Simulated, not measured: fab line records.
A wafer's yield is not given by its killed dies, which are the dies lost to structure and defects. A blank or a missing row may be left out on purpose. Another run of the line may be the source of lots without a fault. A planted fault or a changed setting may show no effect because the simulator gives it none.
What tool caused it? | flow rit_cmos | 42 wafers from 14 lots sampled at 5 of the route's 202 steps

== WHAT EACH GAUGE READ, for each wafer ==
The record lacks any reading of a measuring or inspecting step that a usual standard deviation could be used to judge.

== EACH LOT AND THE TOOL THAT RAN IT (in order: tool; ch and the chambers of the sampled wafers; start) ==
lot  | RIT_NWELL_SOFTBAKE_02            | RIT_NWELL_STRIP_09                  | RIT_NSD_STRIP_09                    | RIT_PSD_STRIP_09                    | RIT_M1_PROBE_99
L758 | litho_track-02 ch 0, day 2 02:42 | plasma_asher-04 ch 0,1, day 2 03:50 | plasma_asher-04 ch 0,1, day 3 05:42 | plasma_asher-04 ch 0,1, day 3 07:08 | -
L759 | litho_track-04 ch 0, day 2 06:35 | plasma_asher-03 ch 0,1, day 2 07:35 | plasma_asher-04 ch 0,1, day 3 10:29 | plasma_asher-02 ch 0,1, day 3 12:02 | -
L760 | litho_track-01 ch 0, day 2 13:08 | plasma_asher-03 ch 0,1, day 2 14:17 | plasma_asher-04 ch 0,1, day 3 18:41 | plasma_asher-04 ch 0,1, day 3 20:07 | -
L761 | litho_track-04 ch 0, day 2 15:47 | plasma_asher-03 ch 0,1, day 2 16:55 | plasma_asher-03 ch 0,1, day 3 20:34 | plasma_asher-03 ch 0,1, day 3 22:07 | -
L762 | litho_track-01 ch 0, day 2 21:32 | plasma_asher-02 ch 0,1, day 2 22:39 | plasma_asher-04 ch 1, day 4 01:28   | plasma_asher-04 ch 0, day 4 03:01   | prober-02, day 4 11:07
L763 | litho_track-01 ch 0, day 3 02:53 | plasma_asher-03 ch 0,1, day 3 04:01 | plasma_asher-03 ch 0,1, day 4 05:52 | plasma_asher-03 ch 0,1, day 4 07:25 | -
L765 | litho_track-04 ch 0, day 3 11:40 | plasma_asher-04 ch 0,1, day 3 12:49 | plasma_asher-04 ch 0,1, day 4 15:30 | plasma_asher-03 ch 0,1, day 4 17:03 | prober-01, day 5 01:13
L767 | litho_track-01 ch 0, day 3 21:48 | plasma_asher-02 ch 0,1, day 3 22:47 | plasma_asher-04 ch 0,1, day 5 01:09 | plasma_asher-03 ch 0,1, day 5 02:39 | prober-01, day 5 10:45
L774 | litho_track-04 ch 0, day 5 08:37 | plasma_asher-04 ch 0,1, day 5 09:37 | plasma_asher-03 ch 0,1, day 6 12:26 | plasma_asher-04 ch 0,1, day 6 13:52 | prober-02, day 6 22:05
L776 | litho_track-02 ch 0, day 5 19:38 | plasma_asher-03 ch 0,1, day 5 20:47 | plasma_asher-04 ch 0,1, day 6 22:53 | plasma_asher-04 ch 0,1, day 7 00:26 | -
L777 | litho_track-01 ch 0, day 6 00:29 | plasma_asher-03 ch 0, day 6 01:45   | plasma_asher-04 ch 0,1, day 7 03:55 | plasma_asher-04 ch 0,1, day 7 05:20 | -
L778 | litho_track-04 ch 0, day 6 05:20 | plasma_asher-03 ch 0,1, day 6 06:25 | plasma_asher-01 ch 0,1, day 7 08:49 | plasma_asher-04 ch 0,1, day 7 10:14 | prober-02, day 7 18:09
L779 | litho_track-04 ch 0, day 6 09:40 | plasma_asher-03 ch 0,1, day 6 10:48 | plasma_asher-03 ch 0,1, day 7 12:27 | plasma_asher-04 ch 0,1, day 7 13:52 | -
L780 | litho_track-04 ch 0, day 6 16:02 | plasma_asher-02 ch 0,1, day 6 17:16 | plasma_asher-04 ch 0,1, day 7 20:04 | plasma_asher-02 ch 0, day 7 21:36   | -
- RIT_NWELL_SOFTBAKE_02: time 60 s.
- RIT_NWELL_STRIP_09: strips in O2, time 180 s.
- RIT_NSD_STRIP_09: strips in O2, time 180 s.
- RIT_PSD_STRIP_09: strips in O2, time 180 s.
- RIT_M1_PROBE_99

== AS READ BY THE TOOLS THEMSELVES (means over the sampled wafers that have a number; for cases with no such wafer, the mark the record gives instead) ==
RIT_NWELL_SOFTBAKE_02.
lot  | tool           | heater_power_total_W (W) | plate_temp_C (C)
L758 | litho_track-02 | 34.54                    | 90.05
L759 | litho_track-04 | 34.51                    | 89.97
L760 | litho_track-01 | 34.57                    | 89.93
L761 | litho_track-04 | 34.60                    | 90.07
L762 | litho_track-01 | 34.57                    | 89.95
L763 | litho_track-01 | 32.59                    | 86.33
L765 | litho_track-04 | 34.54                    | 89.88
L767 | litho_track-01 | 32.63                    | 86.30
L774 | litho_track-04 | 34.57                    | 90.25
L776 | litho_track-02 | 34.56                    | 90.14
L777 | litho_track-01 | 34.52                    | 89.89
L778 | litho_track-04 | 34.53                    | 89.91
L779 | litho_track-04 | 34.63                    | 90.10
L780 | litho_track-04 | 34.56                    | 90.13

RIT_NWELL_STRIP_09.
lot  | tool            | drypump_motor_current_A (A)
L758 | plasma_asher-04 | 5.8
L759 | plasma_asher-03 | 5.5
L760 | plasma_asher-03 | 5.5
L761 | plasma_asher-03 | 5.5
L762 | plasma_asher-02 | 5.7
L763 | plasma_asher-03 | 5.1
L765 | plasma_asher-04 | 5.8
L767 | plasma_asher-02 | 5.3
L774 | plasma_asher-04 | 5.8
L776 | plasma_asher-03 | 5.5
L777 | plasma_asher-03 | 5.8
L778 | plasma_asher-03 | 5.5
L779 | plasma_asher-03 | 5.1
L780 | plasma_asher-02 | 5.7

RIT_NSD_STRIP_09.
lot  | tool            | drypump_motor_current_A (A)
L758 | plasma_asher-04 | 5.9
L759 | plasma_asher-04 | 5.8
L760 | plasma_asher-04 | 5.8
L761 | plasma_asher-03 | 5.1
L762 | plasma_asher-04 | 5.7
L763 | plasma_asher-03 | 5.5
L765 | plasma_asher-04 | 5.8
L767 | plasma_asher-04 | 5.8
L774 | plasma_asher-03 | 5.1
L776 | plasma_asher-04 | 5.8
L777 | plasma_asher-04 | 5.9
L778 | plasma_asher-01 | 5.6
L779 | plasma_asher-03 | 5.5
L780 | plasma_asher-04 | 5.8

RIT_PSD_STRIP_09.
lot  | tool            | drypump_motor_current_A (A)
L758 | plasma_asher-04 | 5.8
L759 | plasma_asher-02 | 5.7
L760 | plasma_asher-04 | 5.7
L761 | plasma_asher-03 | 5.1
L762 | plasma_asher-04 | 5.9
L763 | plasma_asher-03 | 5.1
L765 | plasma_asher-03 | 5.5
L767 | plasma_asher-03 | 5.5
L774 | plasma_asher-04 | 5.8
L776 | plasma_asher-04 | 5.8
L777 | plasma_asher-04 | 5.9
L778 | plasma_asher-04 | 5.8
L779 | plasma_asher-04 | 5.8
L780 | plasma_asher-02 | 6.1

RIT_M1_PROBE_99.
lot  | tool      | killed_at_M0_to_M3 | killed_at_contacts | killed_at_front_end | killed_dies | killed_open | killed_short
L762 | prober-02 | 0.0                | 0.0                | 8                   | 8           | 4.7         | 3.7
L765 | prober-01 | 0.0                | 0.0                | 8                   | 8           | 5.0         | 3.3
L767 | prober-01 | 0.0                | 0.0                | 4                   | 4           | 2.0         | 1.7
L774 | prober-02 | 0.0                | 0.3                | 10                  | 10          | 6.7         | 3.3
L778 | prober-02 | 0.0                | 0.0                | 8                   | 8           | 4.3         | 3.3

== THE ANSWER, worked out from the rows above alone ==
Rule: the usual values come from the lots themselves. The widest of any qualifying gaps counts: lots, ordered by their means at a reading, are off when they make up no more than a third of the lots, leave a main group of 4 or more, and stand apart from it by 3 or more times the standard deviation of that group's means. If all means in a main group match to the digits the tables above print for the reading, that group is not used. A lot without any number at a reading at which 4 lots or more have one is off too. The other lots that the step has rows for count as sound. The gauges are gone through in route order, then the tools' own readings, and for those a lot's mean is taken as printed above. The first step at which some lot is off is used, and at that step the reading that is off furthest; a lot without a number counts as furthest.
Off, at RIT_NWELL_SOFTBAKE_02 on heater_power_total_W: L763, L767. The main group has a mean of 34.56 W with a standard deviation of 0.032.
A tool fits if, at that step or a process step before it, it ran every lot that is off, and no sound lot after the first of them. Not one of the candidates tried fits.

== WHAT HAD BEEN PUT IN BY THE SIMULATOR ==
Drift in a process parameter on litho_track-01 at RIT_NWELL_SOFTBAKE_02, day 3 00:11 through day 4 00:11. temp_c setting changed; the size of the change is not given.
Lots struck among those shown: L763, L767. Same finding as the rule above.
